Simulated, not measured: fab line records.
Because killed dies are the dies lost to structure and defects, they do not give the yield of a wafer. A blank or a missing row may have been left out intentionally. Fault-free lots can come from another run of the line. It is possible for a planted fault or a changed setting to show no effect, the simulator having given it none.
Which tool was responsible?	flow berkeley-cmos170	14 lots, 42 wafers sampled, at 4 steps of a route of 331

== WHAT EACH GAUGE READ, for each wafer ==
UCB170_SDANNEAL_RS_MEAS_03: measures by four-point-probe. Usual: NSD_RS typically reads 37.21 ohm/sq, with standard deviation 0.092.
lot	measured	on	NSD_RS (ohm/sq)	flag
L127	day 6 07:22	film-metro-04	37.14 37.13 37.15	
L128	day 6 10:10	film-metro-04	37.16 37.23 37.14	
L131	day 7 07:02	film-metro-03	37.23 37.24 37.30	
L129	day 7 07:25	film-metro-04	37.15 37.05 37.16	
L135	day 7 14:18	film-metro-04	37.01 37.14 37.07	
L136	day 8 13:40	film-metro-02	37.35 37.18 37.19	
L137	day 8 13:52	film-metro-03	37.07 37.19 37.20	
L139	day 9 04:46	film-metro-04	37.26 37.29 37.20	
L142	day 9 12:40	film-metro-04	36.95 37.08 37.08	
L144	day 9 18:02	film-metro-03	37.32 37.36 37.28	
L143	day 9 18:21	film-metro-02	37.28 37.25 37.14	
L146	day 10 11:08	film-metro-02	37.33 37.34 37.37	
L145	day 10 17:10	film-metro-04	37.23 37.22 37.20	
L147	day 10 17:49	film-metro-02	37.35 37.34 37.22	

UCB170_M3_BOW_MEAS_20. Usual: M3_BOW typically reads 35 um, with standard deviation 6.9.
lot	measured	on	M3_BOW (um)	flag
L127	day 7 08:14	film-metro-04	19 31 34	
L128	day 7 10:38	film-metro-03	38 52 39	
L131	day 8 07:29	film-metro-02	45 40 39	
L129	day 8 10:06	film-metro-04	26 26 22	
L135	day 8 13:05	film-metro-04	27 36 30	
L136	day 9 14:17	film-metro-02	45 33 46	
L137	day 9 13:41	film-metro-04	32 23 35	
L139	day 10 04:03	film-metro-04	32 40 31	
L142	day 10 15:10	film-metro-03	34 33 38	
L144	day 10 16:04	film-metro-04	42 36 48	
L143	day 10 19:05	film-metro-02	33 37 37	
L146	day 11 09:20	film-metro-04	42 35 38	
L145	day 11 17:39	film-metro-02	40 33 33	
L147	day 11 18:08	film-metro-04	31 39 29	

== WHICH TOOL RAN EACH LOT (tool, then ch and the chambers of the sampled wafers, then the start) ==
lot	UCB170_M3_SPUTTER_01	UCB170_M3_COAT_10
L127	pvd-sputter-02, day 7 05:04	litho-track-02 ch 0, day 7 06:00
L128	pvd-sputter-03, day 7 07:16	litho-track-02 ch 0, day 7 08:00
L131	pvd-sputter-04, day 8 04:06	litho-track-02 ch 0, day 8 05:00
L129	pvd-sputter-02, day 8 06:19	litho-track-04 ch 0, day 8 08:00
L135	pvd-sputter-03, day 8 09:50	litho-track-03 ch 0, day 8 11:00
L136	pvd-sputter-02, day 9 11:39	litho-track-02 ch 0, day 9 12:00
L137	pvd-sputter-03, day 9 10:56	litho-track-03 ch 0, day 9 12:00
L139	pvd-sputter-02, day 10 01:08	litho-track-02 ch 0, day 10 02:00
L142	pvd-sputter-03, day 10 12:23	litho-track-03 ch 0, day 10 13:00
L144	pvd-sputter-04, day 10 13:23	litho-track-03 ch 0, day 10 14:00
L143	pvd-sputter-02, day 10 16:26	litho-track-03 ch 0, day 10 17:00
L146	pvd-sputter-03, day 11 05:58	litho-track-03 ch 0, day 11 07:00
L145	pvd-sputter-03, day 11 15:05	litho-track-03 ch 0, day 11 16:00
L147	pvd-sputter-02, day 11 15:29	litho-track-04 ch 0, day 11 16:00
- UCB170_M3_SPUTTER_01: material Al, target thk 900 nm, time 120 s.
- UCB170_M3_COAT_10: resist thk 900 nm.

== AS READ BY THE TOOLS THEMSELVES (means over the sampled wafers that have a number; for cases with no such wafer, the mark the record gives instead) ==
UCB170_M3_SPUTTER_01. Usual: throttle-valve-pct reads 29.5 % (standard deviation 0.86).
lot	tool	throttle-valve-pct (%)	flag
L127	pvd-sputter-02	29.7	
L128	pvd-sputter-03	29.2	
L131	pvd-sputter-04	30.5	
L129	pvd-sputter-02	29.3	
L135	pvd-sputter-03	29.0	
L136	pvd-sputter-02	29.6	
L137	pvd-sputter-03	29.3	
L139	pvd-sputter-02	29.6	
L142	pvd-sputter-03	29.8	
L144	pvd-sputter-04	30.2	
L143	pvd-sputter-02	29.3	
L146	pvd-sputter-03	28.1	
L145	pvd-sputter-03	29.7	
L147	pvd-sputter-02	29.4	

UCB170_M3_COAT_10. Usual: dispense-pressure-kPa 49 kPa, standard deviation 5.3; spin-speed-rpm 1500.1 rpm, standard deviation 0.96.
lot	tool	dispense-pressure-kPa (kPa)	spin-speed-rpm (rpm)	flag
L127	litho-track-02	56	1500.1	
L128	litho-track-02	55	1499.6	
L131	litho-track-02	56	1499.3	
L129	litho-track-04	48	1500.4	
L135	litho-track-03	44	1501.8	
L136	litho-track-02	55	1446.6	OFF
L137	litho-track-03	44	1500.8	
L139	litho-track-02	56	1445.9	OFF
L142	litho-track-03	44	1499.2	
L144	litho-track-03	44	1500.1	
L143	litho-track-03	44	1501.6	
L146	litho-track-03	44	1499.6	
L145	litho-track-03	44	1499.3	
L147	litho-track-04	48	1501.1	

== THE ANSWER, worked out from the rows above alone ==
Rule: lot off if the mean of its wafers having a number is beyond 3 standard deviations from the usual mean. A lot without any number at a reading at which 4 lots or more have one is off too. All remaining lots with rows at the step are treated as sound. Order of review: gauges by route order, followed by the tools' own readings, for which a lot's mean as printed above is used. At the first step where some lot is off, the reading lying furthest off is the one used; lots without a number count as furthest.
Off: L136, L139 (UCB170_M3_COAT_10, spin-speed-rpm).
A tool fits if, at that step or a process step before it, it ran every lot that is off, and no sound lot after the first of them. One fits: UCB170_M3_COAT_10 on litho-track-02. A fault onset in the window from L131 (day 8 05:00, its last sound lot) to L136 (day 9 12:00, its first lot off) fits.
The tool's own readings at UCB170_M3_COAT_10 bear it out: on the lots that are off they differ by more than 5 times the standard deviation of the sound lots' means. spin-speed-rpm reads 1446.2 rpm there against 1500.2 rpm on the sound lots.

== WHAT HAD BEEN PUT IN BY THE SIMULATOR ==
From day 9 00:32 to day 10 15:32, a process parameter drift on litho-track-02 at UCB170_M3_COAT_10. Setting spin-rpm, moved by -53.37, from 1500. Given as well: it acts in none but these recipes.
Shown lots that were struck: L136, L139. The rule above reached the same finding.
